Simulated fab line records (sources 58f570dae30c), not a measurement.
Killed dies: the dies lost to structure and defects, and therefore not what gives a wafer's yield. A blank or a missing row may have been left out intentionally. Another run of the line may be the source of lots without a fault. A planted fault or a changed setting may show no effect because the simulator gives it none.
Check of tool commonality / flow berkeley cmos170 / 14 lots and 42 wafers in the sample

WHY IT WAS OPENED
2 of 14 lots carry a flag on the reading M3_AL_RS at UCB170_M3_RS_MEAS_02. No-fault wafers: 0.0322 ohm/sq, standard deviation 0.00037.
Rule: a lot is flagged in two cases, either no wafer of it has a number, or all its wafers with numbers fall more than 4 standard deviations from that mean. All remaining lots are regarded as sound.

lot=L580; measured=day 8 11:59; on=film metro-02; M3_AL_RS (ohm/sq), wafer by wafer=0.0326 0.0323 0.0325; flag=
lot=L584; measured=day 9 03:29; on=film metro-02; M3_AL_RS (ohm/sq), wafer by wafer=0.0322 0.0323 0.0323; flag=
lot=L582; measured=day 9 06:33; on=film metro-02; M3_AL_RS (ohm/sq), wafer by wafer=0.0325 0.0325 0.0326; flag=
lot=L585; measured=day 9 09:37; on=film metro-02; M3_AL_RS (ohm/sq), wafer by wafer=0.0322 0.0321 0.0321; flag=
lot=L586; measured=day 9 13:28; on=film metro-02; M3_AL_RS (ohm/sq), wafer by wafer=0.0327 0.0329 0.0328; flag=
lot=L587; measured=day 9 21:36; on=film metro-03; M3_AL_RS (ohm/sq), wafer by wafer=0.0320 0.0317 0.0315; flag=
lot=L588; measured=day 9 21:48; on=film metro-02; M3_AL_RS (ohm/sq), wafer by wafer=0.0316 0.0315 0.0318; flag=
lot=L591; measured=day 10 08:16; on=film metro-03; M3_AL_RS (ohm/sq), wafer by wafer=0.0325 0.0323 0.0322; flag=
lot=L592; measured=day 10 11:28; on=film metro-01; M3_AL_RS (ohm/sq), wafer by wafer=0.0320 0.0321 0.0319; flag=
lot=L590; measured=day 10 11:31; on=film metro-03; M3_AL_RS (ohm/sq), wafer by wafer=0.0329 0.0328 0.0329; flag=
lot=L593; measured=day 11 02:35; on=film metro-03; M3_AL_RS (ohm/sq), wafer by wafer=0.0297 0.0295 0.0294; flag=FLAGGED
lot=L594; measured=day 11 03:04; on=film metro-03; M3_AL_RS (ohm/sq), wafer by wafer=0.0298 0.0298 0.0299; flag=FLAGGED
lot=L595; measured=day 11 03:22; on=film metro-01; M3_AL_RS (ohm/sq), wafer by wafer=0.0325 0.0326 0.0328; flag=
lot=L602; measured=day 12 11:02; on=film metro-02; M3_AL_RS (ohm/sq), wafer by wafer=0.0318 0.0319 0.0316; flag=
On average the flagged lots' numbers are 0.0297 ohm/sq, which is -0.0025 ohm/sq against the usual, or -7 standard deviations.

EACH LOT AND THE TOOL IT RAN ON
2 process steps preceding the reading are held in the record, out of 331 steps in the route. Every cell lists first the tool, next ch and the chambers used by the sampled wafers, and last the start.
lot=L580; flag=; UCB170_PVT_STRIP_08=plasma asher-03 ch 0,1, day 6 05:55; UCB170_M3_SPUTTER_01=pvd sputter-04, day 8 11:53
lot=L584; flag=; UCB170_PVT_STRIP_08=plasma asher-01 ch 0,1, day 6 15:07; UCB170_M3_SPUTTER_01=pvd sputter-04, day 9 03:23
lot=L582; flag=; UCB170_PVT_STRIP_08=plasma asher-04 ch 0, day 6 15:20; UCB170_M3_SPUTTER_01=pvd sputter-03, day 9 06:28
lot=L585; flag=; UCB170_PVT_STRIP_08=plasma asher-04 ch 1, day 7 06:38; UCB170_M3_SPUTTER_01=pvd sputter-02, day 9 09:31
lot=L586; flag=; UCB170_PVT_STRIP_08=plasma asher-03 ch 0,1, day 7 06:22; UCB170_M3_SPUTTER_01=pvd sputter-04, day 9 13:23
lot=L587; flag=; UCB170_PVT_STRIP_08=plasma asher-01 ch 0,1, day 7 16:28; UCB170_M3_SPUTTER_01=pvd sputter-03, day 9 21:29
lot=L588; flag=; UCB170_PVT_STRIP_08=plasma asher-03 ch 0,1, day 7 16:37; UCB170_M3_SPUTTER_01=pvd sputter-02, day 9 21:43
lot=L591; flag=; UCB170_PVT_STRIP_08=plasma asher-03 ch 0,1, day 8 06:47; UCB170_M3_SPUTTER_01=pvd sputter-02, day 10 08:10
lot=L592; flag=; UCB170_PVT_STRIP_08=plasma asher-01 ch 0,1, day 8 07:31; UCB170_M3_SPUTTER_01=pvd sputter-02, day 10 11:20
lot=L590; flag=; UCB170_PVT_STRIP_08=plasma asher-04 ch 0,1, day 8 04:38; UCB170_M3_SPUTTER_01=pvd sputter-04, day 10 11:25
lot=L593; flag=FLAGGED; UCB170_PVT_STRIP_08=plasma asher-03 ch 0,1, day 8 22:49; UCB170_M3_SPUTTER_01=pvd sputter-02, day 11 02:23
lot=L594; flag=FLAGGED; UCB170_PVT_STRIP_08=plasma asher-04 ch 0,1, day 8 22:30; UCB170_M3_SPUTTER_01=pvd sputter-02, day 11 02:58
lot=L595; flag=; UCB170_PVT_STRIP_08=plasma asher-04 ch 0,1, day 8 22:16; UCB170_M3_SPUTTER_01=pvd sputter-04, day 11 03:15
lot=L602; flag=; UCB170_PVT_STRIP_08=plasma asher-01 ch 1, day 10 09:45; UCB170_M3_SPUTTER_01=pvd sputter-03, day 12 10:57
These steps, and what they do:
- UCB170_PVT_STRIP_08: strips in O2.
- UCB170_M3_SPUTTER_01: material Al, target thk 900 nm, time 120 s.
- UCB170_M3_RS_MEAS_02: measures by four-point-probe.

FLAGGED AGAINST TOTAL, ONE TOOL AT A TIME (gauges that did the reading follow at the end)
step=UCB170_PVT_STRIP_08; tool=plasma asher-01; lots run=4; flagged=0; share of the flagged lots=none; sound lots run after its first flagged lot=-
step=UCB170_PVT_STRIP_08; tool=plasma asher-03; lots run=5; flagged=1; share of the flagged lots=some; sound lots run after its first flagged lot=0
step=UCB170_PVT_STRIP_08; tool=plasma asher-04; lots run=5; flagged=1; share of the flagged lots=some; sound lots run after its first flagged lot=0
step=UCB170_M3_SPUTTER_01; tool=pvd sputter-02; lots run=6; flagged=2; share of the flagged lots=all; sound lots run after its first flagged lot=0
step=UCB170_M3_SPUTTER_01; tool=pvd sputter-03; lots run=3; flagged=0; share of the flagged lots=none; sound lots run after its first flagged lot=-
step=UCB170_M3_SPUTTER_01; tool=pvd sputter-04; lots run=5; flagged=0; share of the flagged lots=none; sound lots run after its first flagged lot=-
step=UCB170_M3_RS_MEAS_02; tool=film metro-01; lots run=2; flagged=0; share of the flagged lots=none; sound lots run after its first flagged lot=-
step=UCB170_M3_RS_MEAS_02; tool=film metro-02; lots run=7; flagged=0; share of the flagged lots=none; sound lots run after its first flagged lot=-
step=UCB170_M3_RS_MEAS_02; tool=film metro-03; lots run=5; flagged=2; share of the flagged lots=all; sound lots run after its first flagged lot=0

WHAT THE TABLE ALLOWS
2 rows of the table ran every flagged lot: pvd sputter-02 at UCB170_M3_SPUTTER_01, film metro-03 at UCB170_M3_RS_MEAS_02.
- pvd sputter-02 at UCB170_M3_SPUTTER_01: 2 of its 6 lots flagged. Last sound lot L592 at day 10 11:20, first flagged lot L593 at day 11 02:23; a fault beginning in between fits. Its own readings (cathode dc power W) fall more than 4 standard deviations out on all wafers of the flagged lots.
- film metro-03 at UCB170_M3_RS_MEAS_02: 2 of its 5 lots flagged. Last sound lot L590 at day 10 11:31, first flagged lot L593 at day 11 02:35; a fault beginning in between fits.
A lot count leaves these 2 tools indistinguishable: every one of them fits a fault beginning at some hour. More lots, or a look at what each step does to the wafer, might.

WHAT HAD BEEN PUT IN BY THE SIMULATOR
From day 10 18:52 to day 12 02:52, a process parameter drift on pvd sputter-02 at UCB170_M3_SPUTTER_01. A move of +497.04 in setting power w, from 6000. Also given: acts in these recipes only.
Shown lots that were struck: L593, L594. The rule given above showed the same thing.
